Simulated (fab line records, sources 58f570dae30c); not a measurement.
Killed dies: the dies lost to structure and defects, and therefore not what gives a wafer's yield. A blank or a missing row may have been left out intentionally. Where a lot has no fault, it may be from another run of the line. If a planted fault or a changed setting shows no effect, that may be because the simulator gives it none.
Which tool was responsible? :: flow berkeley-cmos170 :: 21 wafers sampled from 7 lots at 1 step of a route of 331

== WHAT EACH GAUGE READ, for each wafer ==
UCB170_CONTACT_OVL_MEAS_16.
lot: L556
measured: day 8 09:38
on: overlay-02
CONTACT_OVL (nm): 6 7 4

lot: L563
measured: day 9 23:26
on: overlay-02
CONTACT_OVL (nm): -2 -1 5

lot: L564
measured: day 9 23:48
on: overlay-02
CONTACT_OVL (nm): 4 9 4

lot: L570
measured: day 11 03:55
on: overlay-02
CONTACT_OVL (nm): -6 0 -2

lot: L573
measured: day 11 18:38
on: overlay-01
CONTACT_OVL (nm): -2 1 1

lot: L577
measured: day 12 05:35
on: overlay-01
CONTACT_OVL (nm): 0 -4 -3

lot: L576
measured: day 12 08:20
on: overlay-01
CONTACT_OVL (nm): 11 8 10

== EACH LOT AND THE TOOL THAT RAN IT (in order: tool; ch and the chambers of the sampled wafers; start) ==
Record: no process step prior to these readings.

== THE ANSWER, worked out from the rows above alone ==
Rule: the usual values come from the lots themselves. The widest of any qualifying gaps counts: lots, ordered by their means at a reading, are off when they make up no more than a third of the lots, leave a main group of 4 or more, and stand apart from it by 3 or more times the standard deviation of that group's means. The tables above print the reading to a certain number of digits; a main group whose means all agree to those digits is not used. A lot without any number at a reading at which 4 lots or more have one is off too. All remaining lots with rows at the step are treated as sound.
None of the lots is off at any reading shown; this tells nothing.

== WHAT HAD BEEN PUT IN BY THE SIMULATOR ==
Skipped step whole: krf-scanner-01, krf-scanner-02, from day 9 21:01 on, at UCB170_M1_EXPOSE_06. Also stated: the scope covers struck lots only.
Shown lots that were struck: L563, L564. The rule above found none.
